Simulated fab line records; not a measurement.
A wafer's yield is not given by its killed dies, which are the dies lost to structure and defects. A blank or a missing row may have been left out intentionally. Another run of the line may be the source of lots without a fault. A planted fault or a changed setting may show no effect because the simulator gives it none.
The tool behind it: which one? + flow berkeley-cmos170 + 42 wafers from 14 lots sampled at 5 of the route's 331 steps

== WHAT THE GAUGES SHOWED, per wafer ==
UCB170_PWELL_OVL_MEAS_13. Usual: for PWELL_OVL the level is -1 nm and the standard deviation is 5.6.
| lot  | measured    | on         | PWELL_OVL (nm) | flag |
|------|-------------|------------|----------------|------|
| L487 | day 3 00:07 | overlay-01 | -6 2 -7        |      |
| L489 | day 3 11:32 | overlay-02 | 4 -1 0         |      |
| L491 | day 3 23:41 | overlay-02 | 1 2 4          |      |
| L492 | day 4 00:13 | overlay-02 | 0 7 -3         |      |
| L493 | day 4 13:07 | overlay-01 | -8 6 2         |      |
| L495 | day 4 20:07 | overlay-01 | 4 0 3          |      |
| L494 | day 4 20:09 | overlay-02 | 1 -1 4         |      |
| L497 | day 5 03:00 | overlay-01 | 3 1 5          |      |
| L500 | day 5 13:52 | overlay-01 | 3 7 -9         |      |
| L503 | day 6 01:58 | overlay-02 | -1 -1 0        |      |
| L502 | day 6 02:22 | overlay-02 | 3 4 12         |      |
| L501 | day 6 02:36 | overlay-02 | 7 -1 -5        |      |
| L504 | day 6 11:02 | overlay-02 | 0 -4 -4        |      |
| L508 | day 7 09:20 | overlay-01 | -7 0 -4        |      |

UCB170_FIELD_THK_MEAS_02. Usual: for FIELD_OXIDE_THK the level is 555 nm and the standard deviation is 12.
| lot  | measured    | on            | FIELD_OXIDE_THK (nm) | flag |
|------|-------------|---------------|----------------------|------|
| L487 | day 4 14:10 | film-metro-02 | 553 559 562          |      |
| L489 | day 5 02:11 | film-metro-03 | 547 541 542          |      |
| L491 | day 5 09:40 | film-metro-03 | 575 560 567          |      |
| L492 | day 5 15:35 | film-metro-03 | 566 574 561          |      |
| L493 | day 5 22:45 | film-metro-02 | 535 535 537          |      |
| L495 | day 6 08:51 | film-metro-02 | 562 567 564          |      |
| L494 | day 6 08:50 | film-metro-03 | 555 559 556          |      |
| L497 | day 6 14:26 | film-metro-03 | 552 540 540          |      |
| L500 | day 7 05:13 | film-metro-04 | 565 552 550          |      |
| L503 | day 7 22:35 | film-metro-04 | 548 532 537          |      |
| L502 | day 7 22:38 | film-metro-04 | 550 554 539          |      |
| L501 | day 7 22:34 | film-metro-03 | 540 542 540          |      |
| L504 | day 8 02:49 | film-metro-04 | 574 568 581          |      |
| L508 | day 9 01:31 | film-metro-02 | 552 555 554          |      |

UCB170_NVT_TW_MEAS_09. Usual: for NVT_TW the level is 522 and the standard deviation is 4.7.
| lot  | measured     | on            | NVT_TW      | flag |
|------|--------------|---------------|-------------|------|
| L487 | day 5 08:42  | film-metro-01 | 521 522 520 |      |
| L489 | day 5 20:58  | film-metro-01 | 522 521 521 |      |
| L491 | day 6 07:31  | film-metro-04 | 522 517 522 |      |
| L492 | day 6 13:28  | film-metro-01 | 523 523 520 |      |
| L493 | day 6 21:12  | film-metro-01 | 524 522 523 |      |
| L495 | day 7 09:08  | film-metro-04 | 520 519 524 |      |
| L494 | day 7 08:50  | film-metro-01 | 519 517 518 |      |
| L497 | day 7 17:43  | film-metro-01 | 518 514 519 |      |
| L500 | day 8 03:24  | film-metro-04 | 519 519 520 |      |
| L503 | day 8 20:21  | film-metro-04 | 520 518 517 |      |
| L502 | day 8 20:51  | film-metro-02 | 531 530 529 |      |
| L501 | day 8 20:49  | film-metro-04 | 521 518 521 |      |
| L504 | day 9 02:40  | film-metro-04 | 519 522 520 |      |
| L508 | day 10 07:18 | film-metro-02 | 533 531 533 |      |

UCB170_PVT_TW_MEAS_09. Usual: for PVT_TW the level is 506 and the standard deviation is 3.8.
| lot  | measured     | on            | PVT_TW      | flag |
|------|--------------|---------------|-------------|------|
| L487 | day 5 11:13  | film-metro-02 | 513 514 513 |      |
| L489 | day 5 22:59  | film-metro-04 | 508 509 508 |      |
| L491 | day 6 11:02  | film-metro-04 | 502 503 503 |      |
| L492 | day 6 16:47  | film-metro-04 | 502 504 503 |      |
| L493 | day 6 22:52  | film-metro-03 | 508 508 509 |      |
| L495 | day 7 10:50  | film-metro-04 | 506 506 507 |      |
| L494 | day 7 10:32  | film-metro-04 | 505 506 504 |      |
| L497 | day 7 19:33  | film-metro-04 | 469 466 468 | OFF  |
| L500 | day 8 05:01  | film-metro-04 | 466 466 469 | OFF  |
| L503 | day 8 22:20  | film-metro-04 | 505 502 502 |      |
| L502 | day 8 22:56  | film-metro-04 | 501 503 501 |      |
| L501 | day 8 22:41  | film-metro-03 | 508 505 507 |      |
| L504 | day 9 04:08  | film-metro-04 | 507 503 504 |      |
| L508 | day 10 08:49 | film-metro-03 | 506 507 508 |      |

== TOOL THAT RAN EACH LOT (tool first, then ch and the chambers of the sampled wafers, then the start) ==
| lot  | UCB170_PVT_IMPLANT_07           |
|------|---------------------------------|
| L487 | implanter-03 ch 0, day 5 10:58  |
| L489 | implanter-01 ch 0, day 5 22:46  |
| L491 | implanter-04 ch 0, day 6 10:47  |
| L492 | implanter-03 ch 0, day 6 16:32  |
| L493 | implanter-04 ch 0, day 6 22:37  |
| L495 | implanter-03 ch 0, day 7 10:37  |
| L494 | implanter-04 ch 0, day 7 10:17  |
| L497 | implanter-03 ch 0, day 7 19:19  |
| L500 | implanter-03 ch 0, day 8 04:46  |
| L503 | implanter-04 ch 0, day 8 22:07  |
| L502 | implanter-04 ch 0, day 8 22:41  |
| L501 | implanter-01 ch 0, day 8 22:26  |
| L504 | implanter-04 ch 0, day 9 03:53  |
| L508 | implanter-04 ch 0, day 10 08:35 |
- UCB170_PVT_IMPLANT_07

== WHAT THE TOOLS THEMSELVES READ (means of the sampled wafers that have a number; where no wafer has one, the mark that the record gives instead) ==
UCB170_PVT_IMPLANT_07. Usual: beam-energy-keV 30.002, standard deviation 0.0097; dose-ions-cm2 2.0001e+12, standard deviation 2.4e+09; faraday-current-uA 6.36, standard deviation 0.12.
| lot  | tool         | beam-energy-keV | dose-ions-cm2 | faraday-current-uA | flag |
|------|--------------|-----------------|---------------|--------------------|------|
| L487 | implanter-03 | 29.999          | 1.9999e+12    | 6.41               |      |
| L489 | implanter-01 | 30.000          | 2.0004e+12    | 6.41               |      |
| L491 | implanter-04 | 30.010          | 1.9973e+12    | 6.30               |      |
| L492 | implanter-03 | 29.998          | 2.0007e+12    | 6.43               |      |
| L493 | implanter-04 | 29.992          | 2.0011e+12    | 6.38               |      |
| L495 | implanter-03 | 29.999          | 1.9975e+12    | 6.45               |      |
| L494 | implanter-04 | 30.000          | 1.9998e+12    | 6.43               |      |
| L497 | implanter-03 | 30.003          | 1.5599e+12    | 4.84               | OFF  |
| L500 | implanter-03 | 30.011          | 1.5613e+12    | 4.95               | OFF  |
| L503 | implanter-04 | 30.006          | 1.9990e+12    | 6.42               |      |
| L502 | implanter-04 | 29.992          | 2.0002e+12    | 6.43               |      |
| L501 | implanter-01 | 30.001          | 2.0025e+12    | 6.35               |      |
| L504 | implanter-04 | 29.991          | 2.0002e+12    | 6.33               |      |
| L508 | implanter-04 | 30.005          | 1.9995e+12    | 6.33               |      |

== THE ANSWER, worked out from the rows above alone ==
Rule: a lot is off if the mean of its wafers that have a number lies more than 3 standard deviations from the usual mean. A lot without any number at a reading at which 4 lots or more have one is off too. The other lots that the step has rows for count as sound. The gauges are gone through in route order, then the tools' own readings, and for those a lot's mean is taken as printed above. The first step at which some lot is off is used, and at that step the reading that is off furthest; a lot without a number counts as furthest.
Off: L497, L500, seen at UCB170_PVT_TW_MEAS_09 (PVT_TW).
A tool fits if, at a process step before that reading, it ran every lot that is off, and no sound lot after the first of them. Not tried: the gauges at UCB170_PVT_TW_MEAS_09; whatever is off there is also off at UCB170_PVT_IMPLANT_07, on other tools, and gauge error can't account for it. One fits: implanter-03 at UCB170_PVT_IMPLANT_07. Its last sound lot is L495 (day 7 10:37), its first lot that is off L497 (day 7 19:19): a fault that began between those two fits.
The tool's own readings at UCB170_PVT_IMPLANT_07 bear it out: on the lots that are off they differ by more than 5 times the standard deviation of the sound lots' means. dose-ions-cm2 reads 1.5606e+12 there against 1.9998e+12 on the sound lots; faraday-current-uA reads 4.89 there against 6.39 on the sound lots.

== WHAT THE SIMULATOR PUT IN ==
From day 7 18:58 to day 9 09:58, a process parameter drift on implanter-03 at UCB170_PVT_IMPLANT_07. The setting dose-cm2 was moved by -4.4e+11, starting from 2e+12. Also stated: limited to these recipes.
Struck lots among those shown: L497, L500. Same finding as the rule above.
